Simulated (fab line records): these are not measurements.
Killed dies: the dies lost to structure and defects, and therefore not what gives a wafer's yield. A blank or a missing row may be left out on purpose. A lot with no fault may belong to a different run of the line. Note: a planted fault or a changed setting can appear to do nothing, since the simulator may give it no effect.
One fault seen from 2 desks || flow ritCmos || every desk sees just its own numbers, and what lay behind them comes last

## METROLOGY DESK
What the gauges read, lot by lot, whatever tool the lot ran on: means of the sampled wafers that have a number. Any lot whose mean is over 4 standard deviations away from the usual mean is out of limits and marked OUT; that distance is given in the brackets.
Columns: A = INCOMING_BOW at RIT_ACTIVE_BOW_MEAS_00, usual 0 um; B = FOX1_OXIDE_THK at RIT_FOX1_THK_MEAS_01, usual 354 nm; C = SILICIDE_TI_THK at RIT_SILICIDE_THK_MEAS_03, usual 30.6 nm
{"lot": "L219", "first seen here": "day 1 10:00", "A": -1, "B": 355, "C": 30.6}
{"lot": "L220", "first seen here": "day 1 15:00", "A": 6, "B": 363, "C": 30.7}
{"lot": "L223", "first seen here": "day 2 06:00", "A": 1, "B": 361, "C": 30.5}
{"lot": "L225", "first seen here": "day 2 16:00", "A": -3, "B": 351, "C": 30.3}
{"lot": "L227", "first seen here": "day 3 02:01", "A": 4, "B": 353, "C": 30.6}
{"lot": "L228", "first seen here": "day 3 07:00", "A": 4, "B": 348, "C": 30.1}
{"lot": "L229", "first seen here": "day 3 12:01", "A": 4, "B": 358, "C": 30.8}
{"lot": "L230", "first seen here": "day 3 17:00", "A": 1, "B": 343, "C": 30.4}
{"lot": "L231", "first seen here": "day 3 22:04", "A": -3, "B": 353, "C": 30.5}
{"lot": "L235", "first seen here": "day 4 18:00", "A": 3, "B": 352, "C": 30.5}
{"lot": "L236", "first seen here": "day 4 23:00", "A": 1, "B": 365, "C": 30.9}
{"lot": "L238", "first seen here": "day 5 09:02", "A": -1, "B": 362, "C": 30.7}
{"lot": "L241", "first seen here": "day 6 00:01", "A": 0, "B": 358, "C": 30.1}
{"lot": "L242", "first seen here": "day 6 05:01", "A": 5, "B": 355, "C": 30.9}
This desk's verdict: no lot among the 14 shows anything out of limits.

## THE TOOL OWNER'S DESK: lithoTrack-01
The tool's own readings at RIT_PWELL_SOFTBAKE_02 (time 61.43 s): means of the sampled wafers that have a number, for each lot that ran on this tool. Any lot whose mean is over 4 standard deviations away from the usual mean is out of limits and marked OUT; that distance is given in the brackets.
Columns: A = heaterPowerTotalW at RIT_PWELL_SOFTBAKE_02, usual 34.57 W; B = plateSensorTCentreC at RIT_PWELL_SOFTBAKE_02, usual 90.969 C; C = plateSensorTEdgeC at RIT_PWELL_SOFTBAKE_02, usual 91.019 C
{"lot": "L219", "first seen here": "day 1 23:25", "A": 34.55, "B": 90.959, "C": 91.012}
{"lot": "L228", "first seen here": "day 3 21:23", "A": 34.59, "B": 90.982, "C": 91.019}
{"lot": "L229", "first seen here": "day 4 00:05", "A": 34.58, "B": 90.969, "C": 91.009}
{"lot": "L230", "first seen here": "day 4 05:20", "A": 34.55, "B": 90.973, "C": 91.027}
{"lot": "L231", "first seen here": "day 4 11:12", "A": "35.01 (+9.0) OUT", "B": "91.839 (+87) OUT", "C": "91.894 (+80) OUT"}
{"lot": "L236", "first seen here": "day 5 11:46", "A": "34.99 (+8.6) OUT", "B": "91.828 (+86) OUT", "C": "91.891 (+79) OUT"}
Finding of this desk: L231, L236 out of limits; the first was L231 at day 4 11:12, on heaterPowerTotalW at RIT_PWELL_SOFTBAKE_02. In limits: L219, L228, L229, L230.

## BROUGHT TOGETHER
On L231, L236, at day 4 11:12, an alarm was possible from the tool owner's desk.
Metrology desk: nothing out of limits seen.
The metrology desk has L231, L236 on record, within its limits.
Every lot named ran RIT_PWELL_SOFTBAKE_02 on lithoTrack-01.

## WHAT THE SIMULATOR HAD PUT IN
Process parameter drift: lithoTrack-01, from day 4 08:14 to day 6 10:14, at RIT_PWELL_SOFTBAKE_02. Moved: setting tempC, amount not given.
Shown lots that were struck: L231, L236.
How many hours passed from the start of the fault until each desk's first out-of-limits reading: the tool owner's desk, 3.
